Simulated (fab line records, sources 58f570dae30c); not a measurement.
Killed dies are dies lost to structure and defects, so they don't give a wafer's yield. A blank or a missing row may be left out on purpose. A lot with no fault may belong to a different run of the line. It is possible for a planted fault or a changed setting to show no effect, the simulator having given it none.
fab line records    flow berkeley_cmos170
record lots=5  wafers=15  last_day=10
route steps=331 shown NWELL@16
lots that met no fault: from a run of the same line without faults
start_h: hours from the record's opening day to when the first of the lot's shown wafers began    wait_h: hours from the lot's prior step to this one    " the same as in the row above    L1.1+2: one row covering several wafers at once    - no value, or no start given    * or withheld: withheld    < > ~ a bound
route shown NAME@n: a module of which the file shows steps, and the number in the route of the first    usual: the fault-free wafers' mean and standard deviation    same: alike in all rows    chamber/n: place in a boat    sites: each site's reading    _std_site: standard deviation across them    _edge_site: the outer-site mean with the inner-site mean subtracted    radius_mm: how far each site lies from the wafer's centre    mask NAME#n: copy n    behind: the last tool/chamber to shape the wafer    hold: reason for holding the lot/hours on hold/outcome of the hold    device: the transistor (n, p or np) that didn't switch    end of line: the tests these same wafers got at the end of their route    a step given without rows: its recipe and nothing more    killed: count of dies lost to structure and defects at first sort (not the wafer's yield)    map: shows each die of a wafer: x if killed, . if not, _ if none is there
set.NAME: the run value of the setting; set.NAME@STEP: its run value at that earlier step    model.NAME: the simulator's own value behind a step, which no gauge read
lots at selected steps of the route; one table per step, one row per wafer
services: the hour from which a tool's chamber was out of use, counted from the record's first day as start_h (under 0 if before that day), plus the number of hours and why
## steps
# step UCB170_NWELL_THK_MEAS_02
# recipe reads=SiO2_of_NWELL_OXIDATION_01
# usual NWELL_OXIDE_THK=26.5/0.47
lot.wafer  tool           chamber  start_h  wait_h  NWELL_OXIDE_THK[nm]
L075.1     film_metro-04  -        24.17    0.0     25.7
L075.5     "              -        "        "       25.7
L075.6     "              -        "        "       25.8
L080.1     film_metro-03  -        59.58    0.0     26.4
L080.2     "              -        "        "       26.4
L080.6     "              -        "        "       26.5
L085.2     film_metro-01  -        84.76    0.0     26.7
L085.3     "              -        "        "       26.5
L085.6     "              -        "        "       26.2
L088.1     film_metro-04  -        97.72    0.0     26.6
L088.4     "              -        "        "       26.2
L088.6     "              -        "        "       26.7
L091.1     film_metro-04  -        102.88   0.0     26.1
L091.4     "              -        "        "       25.9
L091.5     "              -        "        "       26.6
# step UCB170_NWELL_ANNEAL_03
# recipe temp_c=1000  time_s=900  ambient=N2
# usual spike_tc_centre_C=1002.7/1.1
lot.wafer  tool        chamber  start_h  wait_h  spike_tc_centre_C
L075.1     furnace-03  0        25.51    1.3     1003.4
L075.5     "           0        "        "       1003.3
L075.6     "           0        "        "       1004.7
L080.1     furnace-02  0        63.91    4.3     1001.1
L080.2     "           0        "        "       1002.2
L080.6     "           0        "        "       1002.7
L085.2     furnace-02  0        89.11    4.3     1001.3
L085.3     "           0        "        "       1002.1
L085.6     "           0        "        "       1003.0
L088.1     furnace-03  0        101.22   3.5     1001.5
L088.4     "           0        "        "       1003.3
L088.6     "           0        "        "       1003.0
L091.1     furnace-03  0        105.22   2.3     1002.8
L091.4     "           0        "        "       1004.6
L091.5     "           0        "        "       1004.1
# step UCB170_NWELL_CVD_04
# recipe material=Si3N4  target_thk_nm=224  temp_c=800  precursor=SiH2Cl2/NH3  time_s=3360  pressure_mtorr=200  sih2cl2_flow_sccm=25  nh3_flow_sccm=75
# usual pressure_mtorr=199.9/0.4  spike_tc_centre_C=802.9/1.1  susceptor_temp_C=800.0/0.38
lot.wafer  tool      chamber  start_h  wait_h  pressure_mtorr  spike_tc_centre_C  susceptor_temp_C
L075.1     lpcvd-01  0        26.76    0.0     200.3           804.3              800.1
L075.5     "         0        "        "       200.5           802.4              799.9
L075.6     "         0        "        "       199.3           801.5              800.5
L080.1     lpcvd-02  1        65.16    0.0     200.2           804.3              799.2
L080.2     "         1        "        "       200.6           802.8              799.5
L080.6     "         1        "        "       200.5           801.6              800.2
L085.2     lpcvd-02  1        90.36    0.0     200.2           803.2              799.9
L085.3     "         1        "        "       200.1           802.6              800.0
L085.6     "         1        "        "       199.8           804.1              800.4
L088.1     lpcvd-02  1        102.47   0.0     200.1           802.3              800.4
L088.4     "         1        "        "       200.1           803.0              799.9
L088.6     "         1        "        "       200.8           802.9              800.4
L091.1     lpcvd-01  1        106.47   0.0     199.4           802.0              799.9
L091.4     "         1        "        "       199.7           804.1              799.4
L091.5     "         1        "        "       198.8           802.6              799.5
# step UCB170_NWELL_THK_MEAS_05
# recipe reads=Si3N4_of_NWELL_CVD_04
# usual NWELL_NITRIDE_THK=224.1/2.2
lot.wafer  tool           chamber  start_h  wait_h  NWELL_NITRIDE_THK[nm]
L075.1     film_metro-04  -        28.75    0.1     220.0
L075.5     "              -        "        "       221.1
L075.6     "              -        "        "       220.3
L080.1     film_metro-01  -        67.09    0.0     225.1
L080.2     "              -        "        "       224.7
L080.6     "              -        "        "       225.1
L085.2     film_metro-04  -        92.30    0.0     222.6
L085.3     "              -        "        "       222.6
L085.6     "              -        "        "       223.0
L088.1     film_metro-03  -        104.41   0.0     228.3
L088.4     "              -        "        "       227.6
L088.6     "              -        "        "       228.0
L091.1     film_metro-01  -        108.41   0.0     223.4
L091.4     "              -        "        "       222.2
L091.5     "              -        "        "       225.7
# step UCB170_NWELL_HMDS_06
# recipe prime_time_s=60  prime_temp_c=100
# usual prime_temp_c=100.03/0.14
lot.wafer  tool            chamber  start_h  wait_h  prime_temp_c
L075.1     litho_track-02  0        28.92    0.2     99.96
L075.5     "               0        "        "       100.02
L075.6     "               0        "        "       100.03
L080.1     litho_track-03  0        67.15    0.1     100.10
L080.2     "               0        "        "       99.89
L080.6     "               0        "        "       100.09
L085.2     litho_track-02  0        92.76    0.4     99.89
L085.3     "               0        "        "       99.88
L085.6     "               0        "        "       100.05
L088.1     litho_track-04  0        104.58   0.2     99.95
L088.4     "               0        "        "       99.87
L088.6     "               0        "        "       100.15
L091.1     litho_track-04  0        108.56   0.1     99.84
L091.4     "               0        "        "       99.72
L091.5     "               0        "        "       99.77
# step UCB170_NWELL_COAT_07
# recipe resist=KrF  spin_rpm=1500  resist_thk_nm=900
# usual dispense_pressure_kPa=46.6/0.91  spin_speed_rpm=1500.0/0.87
lot.wafer  tool            chamber  start_h  wait_h  dispense_pressure_kPa  spin_speed_rpm
L075.1     litho_track-02  0        29.07    0.1     46.2                   1500.1
L075.5     "               0        "        "       46.2                   1497.8
L075.6     "               0        "        "       46.2                   1498.4
L080.1     litho_track-03  0        67.30    0.1     45.9                   1500.6
L080.2     "               0        "        "       45.9                   1500.6
L080.6     "               0        "        "       45.8                   1501.0
L085.2     litho_track-02  0        92.91    0.1     46.1                   1498.2
L085.3     "               0        "        "       46.2                   1500.2
L085.6     "               0        "        "       46.1                   1500.8
L088.1     litho_track-04  0        104.73   0.1     47.9                   1500.1
L088.4     "               0        "        "       47.9                   1500.2
L088.6     "               0        "        "       47.9                   1498.0
L091.1     litho_track-04  0        108.71   0.1     47.8                   1500.5
L091.4     "               0        "        "       47.9                   1501.5
L091.5     "               0        "        "       47.8                   1500.0
# step UCB170_NWELL_SOFTBAKE_08
# recipe resist=KrF  temp_c=130  time_s=60
lot.wafer   tool            chamber  start_h  wait_h
L075.1+5+6  litho_track-02  0        29.22    0.1
L080.1+2+6  litho_track-03  0        67.45    0.1
L085.2+3+6  litho_track-02  0        93.06    0.1
L088.1+4+6  litho_track-04  0        104.88   0.1
L091.1+4+5  litho_track-04  0        108.86   0.1
## services
tool        chamber  start_h  hours  kind
furnace-03  -        17.69    2.3    pm
## key
fault none
